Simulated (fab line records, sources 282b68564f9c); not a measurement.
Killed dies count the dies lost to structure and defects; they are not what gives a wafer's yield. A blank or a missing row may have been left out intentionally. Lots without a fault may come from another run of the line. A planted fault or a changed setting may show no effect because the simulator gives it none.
A single fault, viewed from 2 desks	flow rit-cmos	each desk has only its own numbers; what lay behind them comes last

AT THE TOOL OWNER'S DESK: plasma-asher-01
The tool's own readings at RIT_NWELL_STRIP_09 (strips in O2, time 180 s): means of the sampled wafers that have a number, for each lot that ran on this tool. Any lot whose mean is over 4 standard deviations away from the usual mean is out of limits and marked OUT; that distance is given in the brackets.
Columns: A = drypump-motor-current-A at RIT_NWELL_STRIP_09, usual 5.46 A; B = run-length-s at RIT_NWELL_STRIP_09, usual 208.5 s
lot	first seen here	A	B
L481	day 2 06:54	5.42	208.4
L482	day 2 13:11	5.59	208.7
L483	day 2 18:40	5.27	208.7
L484	day 2 21:49	5.42	208.6
L489	day 3 22:35	5.44	208.6
L490	day 4 06:04	5.42	208.7
L493	day 4 19:11	5.58	72.1 (-99 or more) OUT
L502	day 7 05:54	5.58	208.5
Finding of this desk: L493 out of limits; the first was L493 at day 4 19:11, on run-length-s at RIT_NWELL_STRIP_09. L481, L482, L483, L484, L489, L490, L502: within limits.

THE METROLOGY DESK
Means of the sampled wafers that have a number, per lot and without regard to the tool the lot ran on: this is what the gauges read. Any lot whose mean is over 4 standard deviations away from the usual mean is out of limits and marked OUT; that distance is given in the brackets.
Columns: A = NRETRO_TW at RIT_NRETRO_TW_MEAS_10, usual 1059; B = PRETRO_TW at RIT_PRETRO_TW_MEAS_10, usual 476.7; C = SPACER_NITRIDE_THK at RIT_SPACER_THK_MEAS_04, usual 249.4 nm; D = NSD_TW at RIT_NSD_TW_MEAS_10, usual 3135
lot	first seen here	A	B	C	D
L479	day 2 10:04	1054	477.9	249.9	3117
L480	day 2 12:57	1061	476.4	247.2	3128
L481	day 2 16:26	1059	476.9	249.4	3124
L482	day 2 21:51	1059	475.8	244.9	3143
L483	day 3 03:25	1062	480.9	250.6	3151
L484	day 3 06:41	1059	476.4	248.9	3144
L486	day 3 18:46	1060	476.7	251.5	3146
L488	day 4 03:10	1059	473.7	250.1	3133
L489	day 4 08:19	1055	475.7	250.0	3114
L490	day 4 14:53	1055	476.1	252.3	3106
L493	day 5 04:14	31 (-99 or more) OUT	58.2 (-99 or more) OUT	246.9	3147
L494	day 5 10:38	1063	476.0	248.8	3132
L502	day 7 20:01	1065	474.9	250.6	3153
Finding of this desk: L493 out of limits, first seen on L493 at day 5 04:14 (NRETRO_TW at RIT_NRETRO_TW_MEAS_10). L479, L480, L481, L482, L483, L484, L486, L488, L489, L490, L494, L502: within limits.

ALL TOGETHER
At day 4 19:11, on L493, the tool owner's desk was in a position to raise an alarm.
L493 would have let the metrology desk raise an alarm at day 5 04:14.
On plasma-asher-01, each named lot ran RIT_NWELL_STRIP_09.

WHAT WAS PUT IN BY THE SIMULATOR
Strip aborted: plasma-asher-01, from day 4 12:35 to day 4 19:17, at RIT_NWELL_STRIP_09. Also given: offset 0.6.
Lots struck among those shown: L493.
Fault start to first reading out of limits, in hours, per desk: tool owner, 7; metrology, 16.
